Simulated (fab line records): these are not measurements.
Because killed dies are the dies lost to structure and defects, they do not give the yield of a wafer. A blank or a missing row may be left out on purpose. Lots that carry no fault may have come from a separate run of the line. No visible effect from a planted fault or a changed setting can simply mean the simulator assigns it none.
The tool behind it: which one? -- flow rit-cmos -- Sampling: 7 lots, 21 wafers, 2 of 202 route steps

== WHAT THE GAUGES SHOWED, per wafer ==
RIT_NSD_OVL_MEAS_06.
lot,measured,on,NSD_OVL (nm)
L966,day 3 18:18,overlay-02,1.7 1.0 0.8
L969,day 4 09:13,overlay-01,0.1 0.9 -0.7
L973,day 5 06:04,overlay-02,- - -
L979,day 6 07:40,overlay-02,-1.8 -0.9 -2.1
L982,day 7 03:17,overlay-01,1.6 1.5 2.3
L984,day 7 09:59,overlay-02,0.0 0.7 -0.5
L986,day 7 23:56,overlay-01,-0.2 0.2 0.4

== WHAT TOOL EACH LOT RAN ON (gives the tool, then ch and the chambers of the sampled wafers, and finally the start) ==
lot,RIT_NSD_COAT_01
L966,"litho-track-04 ch 0, day 3 17:31"
L969,"litho-track-04 ch 0, day 4 08:31"
L973,"litho-track-02, day 5 05:15"
L979,"litho-track-02 ch 0, day 6 07:00"
L982,"litho-track-01 ch 0, day 7 02:29"
L984,"litho-track-01 ch 0, day 7 09:10"
L986,"litho-track-02 ch 0, day 7 23:13"
- RIT_NSD_COAT_01: resist thk 1000 nm.

== THE ANSWER, worked out from the rows above alone ==
Rule: the lots themselves supply what counts as usual. The widest of any qualifying gaps counts: lots, ordered by their means at a reading, are off when they make up no more than a third of the lots, leave a main group of 4 or more, and stand apart from it by 3 or more times the standard deviation of that group's means. Not used: any main group whose means are identical at the precision the tables above print for the reading. A lot without any number at a reading at which 4 lots or more have one is off too. Any other lot the step has rows for is counted as sound.
Off: L973, at RIT_NSD_OVL_MEAS_06 (NSD_OVL). Without a number there: L973. Mean 0.3 nm and standard deviation 1.1 in the main group.
If a tool, at a process step before that reading, ran all the lots that are off and no sound lot after the first of them, it fits. The gauges at RIT_NSD_OVL_MEAS_06 are tried like those tools. No candidate that was tried fits.

== WHAT THE SIMULATOR PUT IN ==
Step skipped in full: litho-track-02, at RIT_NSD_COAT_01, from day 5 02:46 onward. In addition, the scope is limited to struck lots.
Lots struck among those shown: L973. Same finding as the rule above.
